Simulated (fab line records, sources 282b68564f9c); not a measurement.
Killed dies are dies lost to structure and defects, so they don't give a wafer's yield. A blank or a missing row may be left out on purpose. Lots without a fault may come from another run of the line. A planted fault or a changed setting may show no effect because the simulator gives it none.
One fault seen from 2 desks | flow rit_cmos | each desk has only its own numbers; what lay behind them comes last

THE TOOL OWNER'S DESK: rtp_anneal-02
The tool's own readings at RIT_SILICIDE_RTA_04 (time 10 s, ramp up 5 s, ramp down 5 s): means of the sampled wafers that have a number, for each lot that ran on this tool. A lot is out of limits, marked OUT, if its mean lies more than 4 standard deviations from the usual mean; the brackets give that distance.
Columns: A = wafer_temp_C_max at RIT_SILICIDE_RTA_04, usual 652.6
lot  | first seen here | A
L625 | day 3 07:50     | 653.2
L631 | day 4 13:28     | 653.0
L635 | day 5 08:16     | 652.6
L637 | day 5 19:13     | 653.5
This desk's finding: nothing out of limits on any of the 4 lots.

THE METROLOGY DESK
What the gauges read, lot by lot, whatever tool the lot ran on: means of the sampled wafers that have a number. A lot is out of limits, marked OUT, if its mean lies more than 4 standard deviations from the usual mean; the brackets give that distance. Of its 14 readings 7 are shown: those that lie furthest out on some lot.
Columns: A = NSD_RS at RIT_SDANNEAL_RS_MEAS_05, usual 84.59 ohm/sq; B = PLDD_RS at RIT_SDANNEAL_RS_MEAS_06, usual 178.9 ohm/sq; C = NLDD_RS at RIT_SDANNEAL_RS_MEAS_07, usual 151.8 ohm/sq; D = cd_nm at RIT_CONTACT_CD_MEAS_90, usual 1000.0 nm; E = M1_AL_RS at RIT_M1_RS_MEAS_01, usual 0.0731 ohm/sq; F = M1_AL_THK at RIT_M1_THK_MEAS_02, usual 404 nm; G = cd_nm at RIT_M1_CD_MEAS_09, usual 2599.6 nm
lot  | first seen here | A     | B     | C     | D      | E      | F   | G
L625 | day 3 07:00     | 84.54 | 178.9 | 152.8 | 1001.6 | 0.0743 | 396 | 2596.6
L631 | day 4 12:38     | 84.34 | 179.0 | 151.9 | 996.8  | 0.0733 | 405 | 2601.7
L635 | day 5 07:27     | 84.77 | 178.2 | 151.9 | 997.3  | 0.0723 | 406 | 2596.8
L637 | day 5 18:23     | 84.57 | 178.8 | 151.8 | 1002.2 | 0.0734 | 403 | 2599.5
L638 | day 5 23:58     | 84.36 | 178.5 | 151.3 | 999.7  | 0.0736 | 401 | 2600.2
L646 | day 7 15:02     | 84.98 | 179.0 | 151.9 | 999.7  | 0.0731 | 404 | 2600.6
This desk's finding: nothing out of limits on any of the 6 lots.

PUT TOGETHER
The tool owner's desk saw nothing out of limits.
The metrology desk saw nothing out of limits.

WHAT THE SIMULATOR HAD PUT IN
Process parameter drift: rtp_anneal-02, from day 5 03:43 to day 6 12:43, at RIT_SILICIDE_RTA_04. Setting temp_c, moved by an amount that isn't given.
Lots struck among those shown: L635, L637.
